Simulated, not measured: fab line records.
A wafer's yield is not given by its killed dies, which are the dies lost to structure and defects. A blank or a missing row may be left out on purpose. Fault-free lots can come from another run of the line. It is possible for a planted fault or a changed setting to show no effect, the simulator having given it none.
8D (eight disciplines) problem report, filled in by code | flow rit_cmos | the parts of the form that need people (team, actions taken, sign-off) are left out

## 1. PROBLEM STATEMENT
ACTIVE_NITRIDE_THK at RIT_ACTIVE_THK_MEAS_04 reads a mean of 167.1 nm on 3 wafers of 1 lot; wafers without a fault read 150.4 nm with a standard deviation of 1.4. That puts it +12 standard deviations away from the usual mean.
First observed at day 4 07:44: wafer L992.2, on film_metro-04. The record has a number at this step for 39 wafers belonging to 13 lots. By rule, "out" or "out of limits" means more than 4 standard deviations away from the usual mean. All remaining wafers that have a number are taken as sound.

## 2. WHAT THIS IS AND IS NOT
question                    | is                     | is not
which readings at this step | ACTIVE_NITRIDE_THK     | -
which lots                  | L992                   | L100, L101, L980, L981, L982, L983, L984, L985, L986, L987, L989, L998
which wafers of those lots  | all that have a number | -
read on which gauges        | film_metro-04          | film_metro-02, film_metro-03
when                        | from day 4 07:44       | up to then (27 sound wafers); but 9 sound wafers of L100, L101, L998 came after

## 3. WHAT RULES OUT EACH SUSPECT
Counting: any tool at a process step up to the reading is kept as a suspect provided that every lot that is out went through it and no sound lot did after the first of them.
- the gauge at RIT_ACTIVE_THK_MEAS_04 has been ruled out. All the wafers that are out were read on film_metro-04, but those of them that RIT_ACTIVE_CVD_03 has rows for are out there too, on other tools.
- lpcvd-01 at RIT_ACTIVE_CVD_03 (deposits Si3N4 from SiH2Cl2/NH3, target thk 150 nm, time 1500 s): kept. It ran the lot that is out, L992 (day 4 06:18), and no sound lot after that; its last sound lot up to then is L987 (day 3 04:07). Its own readings are out on those wafers: spike_tc_centre_C, zone_power_centre_pct.
The count leaves lpcvd-01 at RIT_ACTIVE_CVD_03.

## 4. THE CAUSE (what the simulator had put in)
lpcvd-01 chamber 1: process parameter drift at RIT_ACTIVE_CVD_03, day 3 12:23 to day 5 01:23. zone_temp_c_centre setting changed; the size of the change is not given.
This tool alone remained once counting was done.

## 5. THE EFFECT CHAIN, in route order
One row per reading whose mean, taken over the struck wafers that have a number, lies over 3 standard deviations from the usual. Only readings whose record carries a usual standard deviation are examined. hours: median over the lots of the time between each lot's start at the first step of this table that gives one and its start at this step. sigmas: the change, counted in usual standard deviations.
hours | step                   | reading               | usual    | on struck wafers | change | sigmas
0     | RIT_ACTIVE_CVD_03      | spike_tc_centre_C     | 812.6 C  | 839.1            | +26.5  | +19
0     | RIT_ACTIVE_CVD_03      | zone_power_centre_pct | 34.4 %   | 46.9             | +12.5  | +4.3
1     | RIT_ACTIVE_THK_MEAS_04 | ACTIVE_NITRIDE_THK    | 150.4 nm | 167.1            | +16.7  | +12
The process steps in it:
- RIT_ACTIVE_CVD_03: deposits Si3N4 from SiH2Cl2/NH3, target thk 150 nm, time 1500 s.

## 6. HOW IT WOULD HAVE BEEN CAUGHT EARLIER
In this record the first reading out of limits at a measuring or inspecting step was taken at day 4 07:44, 19 hours after the fault began at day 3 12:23.
The tool's own readings at RIT_ACTIVE_CVD_03 were out on every struck wafer that the step has a row for (spike_tc_centre_C, zone_power_centre_pct): an alarm limit on them would have fired on the first of those.
Lots out: 1; all had begun RIT_ACTIVE_CVD_03 on lpcvd-01 by day 4 07:44. Tool hold at that time: it would have spared none of them.
